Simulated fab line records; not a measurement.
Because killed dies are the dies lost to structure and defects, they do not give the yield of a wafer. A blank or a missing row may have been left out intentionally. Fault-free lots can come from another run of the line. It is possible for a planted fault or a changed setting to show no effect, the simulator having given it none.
Problem report in the 8D (eight disciplines) form, filled by code    flow rit_cmos    the parts of the form that need people (team, actions taken, sign-off) are left out

## 1. WHAT WENT WRONG
Wafers without a fault read 208.3 s, standard deviation 0.31; run_length_s at RIT_CONTACT_STRIP_12 reads a mean of 253.7 s on 9 wafers belonging to 3 lots. That is +99 or more standard deviations from the usual mean.
The step: strips in O2, time 180 s.
Seen first at day 4 17:44 on plasma_asher-03, wafer L368.3. The record holds 45 wafers of 15 lots with a number at this step. The rule behind "out" and "out of limits": a value lying over 4 standard deviations away from the usual mean. All remaining wafers that have a number are taken as sound.

## 2. WHAT IT IS, WHAT IT ISN'T
question                     is                      is not
which readings at this step  run_length_s            drypump_motor_current_A
which lots                   L368, L370, L371        L363, L364, L365, L366, L367, L379, L380, L381, L382, L383, L384, L385
which wafers of those lots   all that have a number  -
read on which tools          plasma_asher-03         plasma_asher-02, plasma_asher-04
when                         from day 4 17:44        up to then (15 sound wafers); but 21 sound wafers of L379, L380, L381, L382, L383, L384, L385 came after

## 3. THE SUSPECTS, EACH WITH WHAT RULES IT OUT
Counting: a tool stays on the suspect list if, at a process step up to the reading, it processed all lots that are out and no sound lot following the first of them.
- plasma_asher-03 at RIT_CONTACT_STRIP_12 (strips in O2, time 180 s): ruled out as a lasting fault. Following L368 (day 4 17:44), the first lot on it that is out, the sound lots L384, L385 were run on it.
Left after counting: nothing in the record.

## 4. THE CAUSE (what the simulator had put in)
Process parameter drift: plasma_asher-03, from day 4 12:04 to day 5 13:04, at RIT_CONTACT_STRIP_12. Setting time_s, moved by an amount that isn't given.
Counting ruled it out, wrongly.

## 5. THE CHAIN OF EFFECTS, in route order
Each row: a reading whose mean over the struck wafers that have a number lies more than 3 standard deviations from the usual. Only readings for which the record gives a usual standard deviation are gone through. hours: the time from each lot's start at the first step in this table that gives one to its start at this step, as a median over the lots. sigmas: the change in usual standard deviations.
hours  step                  reading       usual    on struck wafers  change  sigmas
0      RIT_CONTACT_STRIP_12  run_length_s  208.3 s  253.7             +45.4   +99 or more
It contains these process steps:
- RIT_CONTACT_STRIP_12: strips in O2, time 180 s.

## 6. HOW IT WOULD HAVE BEEN CAUGHT EARLIER
In this record no reading fell out of limits until day 4 17:44, 6 hours after the fault had begun at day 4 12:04.
